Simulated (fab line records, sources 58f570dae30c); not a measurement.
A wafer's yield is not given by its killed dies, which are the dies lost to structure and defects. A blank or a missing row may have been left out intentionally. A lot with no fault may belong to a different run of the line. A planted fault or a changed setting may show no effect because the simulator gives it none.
Which tool was responsible? || flow berkeley-cmos170 || 45 wafers from 15 lots sampled at 6 of the route's 331 steps

WHAT THE GAUGES READ, wafer by wafer
UCB170_SACOX_THK_MEAS_02. Usual: for SACOX_OXIDE_THK the level is 15.07 nm and the standard deviation is 0.23.
{"lot": "L314", "measured": "day 6 02:01", "on": "film-metro-03", "SACOX_OXIDE_THK (nm)": "15.29 15.19 15.29", "flag": ""}
{"lot": "L316", "measured": "day 6 17:56", "on": "film-metro-02", "SACOX_OXIDE_THK (nm)": "15.40 15.13 15.11", "flag": ""}
{"lot": "L318", "measured": "day 7 08:54", "on": "film-metro-03", "SACOX_OXIDE_THK (nm)": "15.48 15.52 15.24", "flag": ""}
{"lot": "L319", "measured": "day 7 08:54", "on": "film-metro-04", "SACOX_OXIDE_THK (nm)": "15.09 15.13 15.07", "flag": ""}
{"lot": "L322", "measured": "day 7 08:55", "on": "film-metro-02", "SACOX_OXIDE_THK (nm)": "15.21 14.94 15.15", "flag": ""}
{"lot": "L320", "measured": "day 7 08:57", "on": "film-metro-03", "SACOX_OXIDE_THK (nm)": "15.12 15.24 15.12", "flag": ""}
{"lot": "L321", "measured": "day 7 08:58", "on": "film-metro-04", "SACOX_OXIDE_THK (nm)": "14.77 14.93 15.11", "flag": ""}
{"lot": "L323", "measured": "day 7 20:23", "on": "film-metro-02", "SACOX_OXIDE_THK (nm)": "15.26 15.25 15.00", "flag": ""}
{"lot": "L324", "measured": "day 7 20:23", "on": "film-metro-03", "SACOX_OXIDE_THK (nm)": "15.49 15.31 15.26", "flag": ""}
{"lot": "L325", "measured": "day 8 06:09", "on": "film-metro-04", "SACOX_OXIDE_THK (nm)": "15.21 15.29 15.43", "flag": ""}
{"lot": "L329", "measured": "day 8 19:28", "on": "film-metro-03", "SACOX_OXIDE_THK (nm)": "15.07 15.12 15.07", "flag": ""}
{"lot": "L333", "measured": "day 9 19:13", "on": "film-metro-03", "SACOX_OXIDE_THK (nm)": "15.30 15.20 15.15", "flag": ""}
{"lot": "L332", "measured": "day 9 19:14", "on": "film-metro-04", "SACOX_OXIDE_THK (nm)": "15.09 15.01 14.95", "flag": ""}
{"lot": "L335", "measured": "day 10 08:43", "on": "film-metro-03", "SACOX_OXIDE_THK (nm)": "15.12 15.32 15.52", "flag": ""}
{"lot": "L337", "measured": "day 10 20:05", "on": "film-metro-02", "SACOX_OXIDE_THK (nm)": "14.69 14.65 14.66", "flag": ""}

UCB170_GATE_CD_MEAS_90: target cd 350 nm. Usual: cd-nm reads 350.8 nm (standard deviation 1.6).
{"lot": "L314", "measured": "day 7 08:37", "on": "cd-sem-02", "cd-nm (nm)": "352.0 351.0 351.8", "flag": ""}
{"lot": "L316", "measured": "day 8 02:01", "on": "cd-sem-02", "cd-nm (nm)": "350.3 348.4 350.1", "flag": ""}
{"lot": "L318", "measured": "day 8 19:56", "on": "cd-sem-02", "cd-nm (nm)": "352.4 353.6 353.4", "flag": ""}
{"lot": "L319", "measured": "day 8 19:10", "on": "cd-sem-01", "cd-nm (nm)": "347.4 350.6 350.2", "flag": ""}
{"lot": "L322", "measured": "day 8 20:19", "on": "cd-sem-02", "cd-nm (nm)": "353.2 352.5 353.0", "flag": ""}
{"lot": "L320", "measured": "day 8 19:10", "on": "cd-sem-02", "cd-nm (nm)": "349.6 349.6 349.8", "flag": ""}
{"lot": "L321", "measured": "day 8 20:10", "on": "cd-sem-02", "cd-nm (nm)": "351.5 350.0 350.0", "flag": ""}
{"lot": "L323", "measured": "day 9 02:23", "on": "cd-sem-01", "cd-nm (nm)": "349.2 349.7 348.3", "flag": ""}
{"lot": "L324", "measured": "day 9 02:10", "on": "cd-sem-01", "cd-nm (nm)": "351.7 350.1 352.2", "flag": ""}
{"lot": "L325", "measured": "day 9 15:26", "on": "cd-sem-01", "cd-nm (nm)": "352.4 351.8 351.2", "flag": ""}
{"lot": "L329", "measured": "day 10 03:48", "on": "cd-sem-01", "cd-nm (nm)": "351.7 350.8 350.6", "flag": ""}
{"lot": "L333", "measured": "day 11 00:33", "on": "cd-sem-01", "cd-nm (nm)": "351.4 350.2 352.1", "flag": ""}
{"lot": "L332", "measured": "day 11 00:28", "on": "cd-sem-02", "cd-nm (nm)": "349.4 348.5 349.1", "flag": ""}
{"lot": "L335", "measured": "day 11 15:40", "on": "cd-sem-02", "cd-nm (nm)": "350.7 350.8 351.5", "flag": ""}
{"lot": "L337", "measured": "day 11 22:56", "on": "cd-sem-01", "cd-nm (nm)": "348.9 350.2 349.8", "flag": ""}

UCB170_NLDD_TW_MEAS_11. Usual: for NLDD_TW the level is 2218 and the standard deviation is 17.
{"lot": "L314", "measured": "day 7 12:48", "on": "film-metro-01", "NLDD_TW": "2228 2228 2223", "flag": ""}
{"lot": "L316", "measured": "day 8 05:44", "on": "film-metro-01", "NLDD_TW": "2224 2220 2225", "flag": ""}
{"lot": "L318", "measured": "day 9 01:05", "on": "film-metro-01", "NLDD_TW": "2227 2231 2226", "flag": ""}
{"lot": "L319", "measured": "day 9 00:44", "on": "film-metro-03", "NLDD_TW": "2213 2219 2215", "flag": ""}
{"lot": "L322", "measured": "day 9 01:51", "on": "film-metro-02", "NLDD_TW": "2186 2188 2167", "flag": ""}
{"lot": "L320", "measured": "day 9 01:00", "on": "film-metro-03", "NLDD_TW": "2216 2224 2232", "flag": ""}
{"lot": "L321", "measured": "day 9 01:34", "on": "film-metro-01", "NLDD_TW": "2126 2126 2117 2129 2121 2119", "flag": "OFF"}
{"lot": "L323", "measured": "day 9 05:58", "on": "film-metro-02", "NLDD_TW": "2188 2189 2189", "flag": ""}
{"lot": "L324", "measured": "day 9 05:29", "on": "film-metro-03", "NLDD_TW": "2108 2107 2102 2104 2104 2102", "flag": "OFF"}
{"lot": "L325", "measured": "day 9 19:50", "on": "film-metro-02", "NLDD_TW": "2076 2083 2078 2077 2091 2092", "flag": "OFF"}
{"lot": "L329", "measured": "day 10 08:44", "on": "film-metro-01", "NLDD_TW": "2234 2223 2223", "flag": ""}
{"lot": "L333", "measured": "day 11 06:17", "on": "film-metro-03", "NLDD_TW": "2239 2228 2239", "flag": ""}
{"lot": "L332", "measured": "day 11 06:32", "on": "film-metro-03", "NLDD_TW": "2227 2233 2245", "flag": ""}
{"lot": "L335", "measured": "day 11 19:32", "on": "film-metro-01", "NLDD_TW": "2215 2221 2234", "flag": ""}
{"lot": "L337", "measured": "day 12 05:04", "on": "film-metro-02", "NLDD_TW": "2192 2188 2190", "flag": ""}

UCB170_SDANNEAL_RS_MEAS_05: uses a four-point probe to measure. Usual: for NLDD_RS the level is 616.0 ohm/sq and the standard deviation is 1.4.
{"lot": "L314", "measured": "day 8 02:08", "on": "film-metro-01", "NLDD_RS (ohm/sq)": "614.6 614.9 616.6", "flag": ""}
{"lot": "L316", "measured": "day 8 16:18", "on": "film-metro-02", "NLDD_RS (ohm/sq)": "618.1 619.0 618.9", "flag": ""}
{"lot": "L318", "measured": "day 9 13:21", "on": "film-metro-03", "NLDD_RS (ohm/sq)": "614.4 615.4 616.9", "flag": ""}
{"lot": "L319", "measured": "day 9 12:18", "on": "film-metro-02", "NLDD_RS (ohm/sq)": "614.7 614.3 615.7", "flag": ""}
{"lot": "L322", "measured": "day 9 13:46", "on": "film-metro-01", "NLDD_RS (ohm/sq)": "615.7 616.9 618.0", "flag": ""}
{"lot": "L320", "measured": "day 9 13:10", "on": "film-metro-02", "NLDD_RS (ohm/sq)": "613.5 614.1 614.3", "flag": ""}
{"lot": "L321", "measured": "day 9 13:45", "on": "film-metro-02", "NLDD_RS (ohm/sq)": "698.0 695.1 696.9 698.0 696.7 695.0", "flag": "OFF"}
{"lot": "L323", "measured": "day 9 20:14", "on": "film-metro-01", "NLDD_RS (ohm/sq)": "616.4 616.8 616.3", "flag": ""}
{"lot": "L324", "measured": "day 9 20:28", "on": "film-metro-02", "NLDD_RS (ohm/sq)": "697.0 697.7 698.5 699.2 696.1 698.9", "flag": "OFF"}
{"lot": "L325", "measured": "day 10 12:46", "on": "film-metro-03", "NLDD_RS (ohm/sq)": "698.2 696.4 695.8 697.2 697.2 695.2", "flag": "OFF"}
{"lot": "L329", "measured": "day 11 00:30", "on": "film-metro-01", "NLDD_RS (ohm/sq)": "613.7 614.0 613.6", "flag": ""}
{"lot": "L333", "measured": "day 11 17:01", "on": "film-metro-01", "NLDD_RS (ohm/sq)": "614.6 616.2 614.5", "flag": ""}
{"lot": "L332", "measured": "day 11 16:51", "on": "film-metro-02", "NLDD_RS (ohm/sq)": "614.7 615.9 615.7", "flag": ""}
{"lot": "L335", "measured": "day 12 04:53", "on": "film-metro-02", "NLDD_RS (ohm/sq)": "617.9 617.0 615.9", "flag": ""}
{"lot": "L337", "measured": "day 12 15:37", "on": "film-metro-02", "NLDD_RS (ohm/sq)": "614.6 615.4 613.9", "flag": ""}

EACH LOT AND THE TOOL THAT RAN IT (in order: tool; ch and the chambers of the sampled wafers; start)
{"lot": "L314", "UCB170_NLDD_IMPLANT_09": "implanter-04 ch 0, day 7 12:35", "UCB170_SPACER_CVD_00": "pecvd-03 ch 0,2, day 7 13:02"}
{"lot": "L316", "UCB170_NLDD_IMPLANT_09": "implanter-01 ch 0, day 8 05:31", "UCB170_SPACER_CVD_00": "pecvd-03 ch 0,1, day 8 05:57"}
{"lot": "L318", "UCB170_NLDD_IMPLANT_09": "implanter-01 ch 0, day 9 00:52", "UCB170_SPACER_CVD_00": "pecvd-03 ch 1,2, day 9 01:19"}
{"lot": "L319", "UCB170_NLDD_IMPLANT_09": "implanter-01 ch 0, day 9 00:30", "UCB170_SPACER_CVD_00": "pecvd-04 ch 0,1,2, day 9 00:58"}
{"lot": "L322", "UCB170_NLDD_IMPLANT_09": "implanter-04 ch 0, day 9 01:38", "UCB170_SPACER_CVD_00": "pecvd-03 ch 1,2, day 9 02:05"}
{"lot": "L320", "UCB170_NLDD_IMPLANT_09": "implanter-04 ch 0, day 9 00:45", "UCB170_SPACER_CVD_00": "pecvd-01 ch 0,1, day 9 01:15"}
{"lot": "L321", "UCB170_NLDD_IMPLANT_09": "implanter-01 ch 0, day 9 01:20", "UCB170_SPACER_CVD_00": "pecvd-01 ch 1,2, day 9 04:27"}
{"lot": "L323", "UCB170_NLDD_IMPLANT_09": "implanter-04 ch 0, day 9 05:43", "UCB170_SPACER_CVD_00": "pecvd-03 ch 0,1,2, day 9 06:19"}
{"lot": "L324", "UCB170_NLDD_IMPLANT_09": "implanter-01 ch 0, day 9 05:14", "UCB170_SPACER_CVD_00": "pecvd-01 ch 0,2, day 9 10:15"}
{"lot": "L325", "UCB170_NLDD_IMPLANT_09": "implanter-01 ch 0, day 9 19:35", "UCB170_SPACER_CVD_00": "pecvd-04 ch 0,2, day 10 04:14"}
{"lot": "L329", "UCB170_NLDD_IMPLANT_09": "implanter-02 ch 0, day 10 08:31", "UCB170_SPACER_CVD_00": "pecvd-03 ch 0,1,2, day 10 08:57"}
{"lot": "L333", "UCB170_NLDD_IMPLANT_09": "implanter-04 ch 0, day 11 06:02", "UCB170_SPACER_CVD_00": "pecvd-03 ch 2, day 11 06:32"}
{"lot": "L332", "UCB170_NLDD_IMPLANT_09": "implanter-02 ch 0, day 11 06:19", "UCB170_SPACER_CVD_00": "pecvd-04 ch 0,2, day 11 06:45"}
{"lot": "L335", "UCB170_NLDD_IMPLANT_09": "implanter-02 ch 0, day 11 19:19", "UCB170_SPACER_CVD_00": "pecvd-04 ch 0,1, day 11 19:55"}
{"lot": "L337", "UCB170_NLDD_IMPLANT_09": "implanter-04 ch 0, day 12 04:45", "UCB170_SPACER_CVD_00": "pecvd-01 ch 0,2, day 12 05:17"}
- UCB170_NLDD_IMPLANT_09
- UCB170_SPACER_CVD_00: deposits SiO2 from TEOS/O2, target thk 376 nm, time 47 s.

AS READ BY THE TOOLS THEMSELVES (means over the sampled wafers that have a number; for cases with no such wafer, the mark the record gives instead)
UCB170_NLDD_IMPLANT_09. Usual: beam-on-s 10.00 s, standard deviation 0.22; tilt-deg 7.002 degrees, standard deviation 0.019.
{"lot": "L314", "tool": "implanter-04", "beam-on-s (s)": 9.88, "tilt-deg (degrees)": 7.007, "flag": ""}
{"lot": "L316", "tool": "implanter-01", "beam-on-s (s)": 10.12, "tilt-deg (degrees)": 6.994, "flag": ""}
{"lot": "L318", "tool": "implanter-01", "beam-on-s (s)": 10.06, "tilt-deg (degrees)": 7.018, "flag": ""}
{"lot": "L319", "tool": "implanter-01", "beam-on-s (s)": 10.26, "tilt-deg (degrees)": 7.013, "flag": ""}
{"lot": "L322", "tool": "implanter-04", "beam-on-s (s)": 9.90, "tilt-deg (degrees)": 7.007, "flag": ""}
{"lot": "L320", "tool": "implanter-04", "beam-on-s (s)": 9.99, "tilt-deg (degrees)": 7.019, "flag": ""}
{"lot": "L321", "tool": "implanter-01", "beam-on-s (s)": 9.99, "tilt-deg (degrees)": 7.007, "flag": ""}
{"lot": "L323", "tool": "implanter-04", "beam-on-s (s)": 10.14, "tilt-deg (degrees)": 6.998, "flag": ""}
{"lot": "L324", "tool": "implanter-01", "beam-on-s (s)": 9.92, "tilt-deg (degrees)": 7.021, "flag": ""}
{"lot": "L325", "tool": "implanter-01", "beam-on-s (s)": 10.03, "tilt-deg (degrees)": 6.970, "flag": ""}
{"lot": "L329", "tool": "implanter-02", "beam-on-s (s)": 10.03, "tilt-deg (degrees)": 6.996, "flag": ""}
{"lot": "L333", "tool": "implanter-04", "beam-on-s (s)": 10.14, "tilt-deg (degrees)": 7.017, "flag": ""}
{"lot": "L332", "tool": "implanter-02", "beam-on-s (s)": 10.32, "tilt-deg (degrees)": 6.991, "flag": ""}
{"lot": "L335", "tool": "implanter-02", "beam-on-s (s)": 9.88, "tilt-deg (degrees)": 6.984, "flag": ""}
{"lot": "L337", "tool": "implanter-04", "beam-on-s (s)": 10.19, "tilt-deg (degrees)": 7.013, "flag": ""}

UCB170_SPACER_CVD_00. Usual: heater-power-w 270 W, standard deviation 48; pressure-mtorr 9000 mTorr, standard deviation 16.
{"lot": "L314", "tool": "pecvd-03", "heater-power-w (W)": 250, "pressure-mtorr (mTorr)": 9016, "flag": ""}
{"lot": "L316", "tool": "pecvd-03", "heater-power-w (W)": 280, "pressure-mtorr (mTorr)": 8992, "flag": ""}
{"lot": "L318", "tool": "pecvd-03", "heater-power-w (W)": 267, "pressure-mtorr (mTorr)": 9006, "flag": ""}
{"lot": "L319", "tool": "pecvd-04", "heater-power-w (W)": 260, "pressure-mtorr (mTorr)": 8996, "flag": ""}
{"lot": "L322", "tool": "pecvd-03", "heater-power-w (W)": 290, "pressure-mtorr (mTorr)": 9008, "flag": ""}
{"lot": "L320", "tool": "pecvd-01", "heater-power-w (W)": 295, "pressure-mtorr (mTorr)": 9004, "flag": ""}
{"lot": "L321", "tool": "pecvd-01", "heater-power-w (W)": 216, "pressure-mtorr (mTorr)": 8984, "flag": ""}
{"lot": "L323", "tool": "pecvd-03", "heater-power-w (W)": 272, "pressure-mtorr (mTorr)": 9013, "flag": ""}
{"lot": "L324", "tool": "pecvd-01", "heater-power-w (W)": 284, "pressure-mtorr (mTorr)": 8999, "flag": ""}
{"lot": "L325", "tool": "pecvd-04", "heater-power-w (W)": 258, "pressure-mtorr (mTorr)": 9002, "flag": ""}
{"lot": "L329", "tool": "pecvd-03", "heater-power-w (W)": 264, "pressure-mtorr (mTorr)": 8997, "flag": ""}
{"lot": "L333", "tool": "pecvd-03", "heater-power-w (W)": 275, "pressure-mtorr (mTorr)": 9009, "flag": ""}
{"lot": "L332", "tool": "pecvd-04", "heater-power-w (W)": 327, "pressure-mtorr (mTorr)": 8995, "flag": ""}
{"lot": "L335", "tool": "pecvd-04", "heater-power-w (W)": 278, "pressure-mtorr (mTorr)": 9008, "flag": ""}
{"lot": "L337", "tool": "pecvd-01", "heater-power-w (W)": 325, "pressure-mtorr (mTorr)": 9003, "flag": ""}

THE ANSWER, worked out from the rows above alone
Rule: take the mean of a lot's wafers that have a number; if it is more than 3 standard deviations from the usual mean, the lot is off. Also off: a lot with no number at a reading for which 4 or more lots have one. The other lots that the step has rows for count as sound. Order of review: gauges by route order, followed by the tools' own readings, for which a lot's mean as printed above is used. At the first step where some lot is off, the reading lying furthest off is the one used; lots without a number count as furthest.
Off: L321, L324, L325, seen at UCB170_NLDD_TW_MEAS_11 (NLDD_TW).
A tool fits if, at a process step before that reading, it ran every lot that is off, and no sound lot after the first of them. Those tools and the gauges at UCB170_NLDD_TW_MEAS_11 are tried in the same way. One fits: implanter-01 at UCB170_NLDD_IMPLANT_09. A fault onset in the window from L318 (day 9 00:52, its last sound lot) to L321 (day 9 01:20, its first lot off) fits.

WHAT THE SIMULATOR HAD INSERTED
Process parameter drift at UCB170_NLDD_IMPLANT_09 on implanter-01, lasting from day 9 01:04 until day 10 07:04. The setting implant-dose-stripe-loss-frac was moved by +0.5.
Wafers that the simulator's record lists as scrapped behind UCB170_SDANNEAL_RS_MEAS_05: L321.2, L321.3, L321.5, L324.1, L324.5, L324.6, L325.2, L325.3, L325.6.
Shown lots that were struck: L321, L324, L325. The rule above found the same.
